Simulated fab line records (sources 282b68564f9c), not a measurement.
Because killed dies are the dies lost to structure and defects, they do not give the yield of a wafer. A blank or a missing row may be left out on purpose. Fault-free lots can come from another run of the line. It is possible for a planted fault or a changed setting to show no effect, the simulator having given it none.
Which of the tools did it?    flow rit_cmos    45 wafers from 15 lots sampled at 2 of the route's 202 steps

## WHAT THE GAUGES SHOWED, per wafer
RIT_ACTIVE_CD_MEAS_11: target cd 1400 nm. Usual: 1399.4 nm for cd_nm, sd 2.
lot   measured     on         cd_nm (nm)                                 flag
L760  day 1 15:01  cd_sem-01  1397.9 1399.2 1401.5                       
L761  day 1 22:00  cd_sem-02  1397.5 1394.8 1395.6                       
L762  day 2 01:40  cd_sem-02  1401.3 1401.6 1400.1                       
L764  day 2 10:42  cd_sem-02  1398.0 1400.2 1399.7                       
L766  day 2 20:28  cd_sem-02  1401.3 1401.2 1402.3                       
L767  day 3 02:11  cd_sem-02  1401.2 1399.8 1400.8                       
L768  day 3 07:35  cd_sem-01  1399.8 1398.6 1397.3                       
L769  day 3 11:33  cd_sem-02  1401.2 1399.9 1399.1                       
L772  day 4 02:31  cd_sem-02  1404.3 1401.1 1403.5                       
L773  day 4 10:34  cd_sem-02  1400.9 1401.0 1399.5                       
L775  day 4 18:47  cd_sem-02  1398.4 1398.0 1400.2                       
L776  day 4 23:42  cd_sem-02  1388.0 1385.1 1387.3 1387.7 1384.7 1387.3  OFF
L777  day 5 04:23  cd_sem-02  1382.5 1383.0 1382.7 1382.5 1383.1 1383.0  OFF
L778  day 5 10:29  cd_sem-01  1386.5 1384.7 1387.2 1386.8 1385.2 1387.4  OFF
L783  day 6 09:39  cd_sem-01  1398.1 1398.1 1400.4                       

## WHAT TOOL EACH LOT RAN ON (gives the tool, then ch and the chambers of the sampled wafers, and finally the start)
lot   RIT_ACTIVE_COAT_06
L760  litho_track-03 ch 0, day 1 14:12
L761  litho_track-02 ch 0, day 1 21:18
L762  litho_track-02 ch 0, day 2 00:58
L764  litho_track-01 ch 0, day 2 09:46
L766  litho_track-03 ch 0, day 2 19:46
L767  litho_track-02 ch 0, day 3 01:22
L768  litho_track-02 ch 0, day 3 06:53
L769  litho_track-01 ch 0, day 3 10:51
L772  litho_track-03 ch 0, day 4 01:50
L773  litho_track-01 ch 0, day 4 09:45
L775  litho_track-03 ch 0, day 4 18:05
L776  litho_track-01 ch 0, day 4 22:53
L777  litho_track-01 ch 0, day 5 03:34
L778  litho_track-01 ch 0, day 5 09:40
L783  litho_track-03 ch 0, day 6 08:58
- RIT_ACTIVE_COAT_06: resist thk 1000 nm.

## WHAT THE TOOLS THEMSELVES READ (means of the sampled wafers that have a number; where no wafer has one, the mark that the record gives instead)
RIT_ACTIVE_COAT_06. Usual: 3250.2 rpm for spin_speed_rpm, sd 1.9.
lot   tool            spin_speed_rpm (rpm)  flag
L760  litho_track-03  3250.4                
L761  litho_track-02  3252.7                
L762  litho_track-02  3252.0                
L764  litho_track-01  3250.7                
L766  litho_track-03  3249.5                
L767  litho_track-02  3251.1                
L768  litho_track-02  3252.1                
L769  litho_track-01  3251.3                
L772  litho_track-03  3251.8                
L773  litho_track-01  3251.0                
L775  litho_track-03  3251.8                
L776  litho_track-01  4359.4                OFF
L777  litho_track-01  4356.2                OFF
L778  litho_track-01  4356.5                OFF
L783  litho_track-03  3252.8                

## THE ANSWER, worked out from the rows above alone
Rule: a lot is off if the mean of its wafers that have a number lies more than 3 standard deviations from the usual mean. A lot without any number at a reading at which 4 lots or more have one is off too. All remaining lots with rows at the step are treated as sound. Order of review: gauges by route order, followed by the tools' own readings, for which a lot's mean as printed above is used. At the first step where some lot is off, the reading lying furthest off is the one used; lots without a number count as furthest.
Off: L776, L777, L778 (RIT_ACTIVE_CD_MEAS_11, cd_nm).
If a tool, at a process step before that reading, ran all the lots that are off and no sound lot after the first of them, it fits. The gauges at RIT_ACTIVE_CD_MEAS_11 aren't tried: what is off there is off at RIT_ACTIVE_COAT_06 too, on other tools, and a gauge's error can't cause that. One candidate fits, namely litho_track-01 at RIT_ACTIVE_COAT_06. Its last sound lot is L773 (day 4 09:45), its first lot that is off L776 (day 4 22:53): a fault that began between those two fits.
On the lots that are off, the tool's own readings at RIT_ACTIVE_COAT_06 differ by more than 5 times the standard deviation of the sound lots' means, which bears it out; spin_speed_rpm reads 4357.4 rpm there versus 3251.4 rpm on the sound lots.

## WHAT THE SIMULATOR HAD PUT IN
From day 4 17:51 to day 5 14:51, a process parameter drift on litho_track-01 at RIT_ACTIVE_COAT_06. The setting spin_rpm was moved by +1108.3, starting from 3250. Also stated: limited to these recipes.
Struck lots among those shown: L776, L777, L778. The rule above reached the same finding.
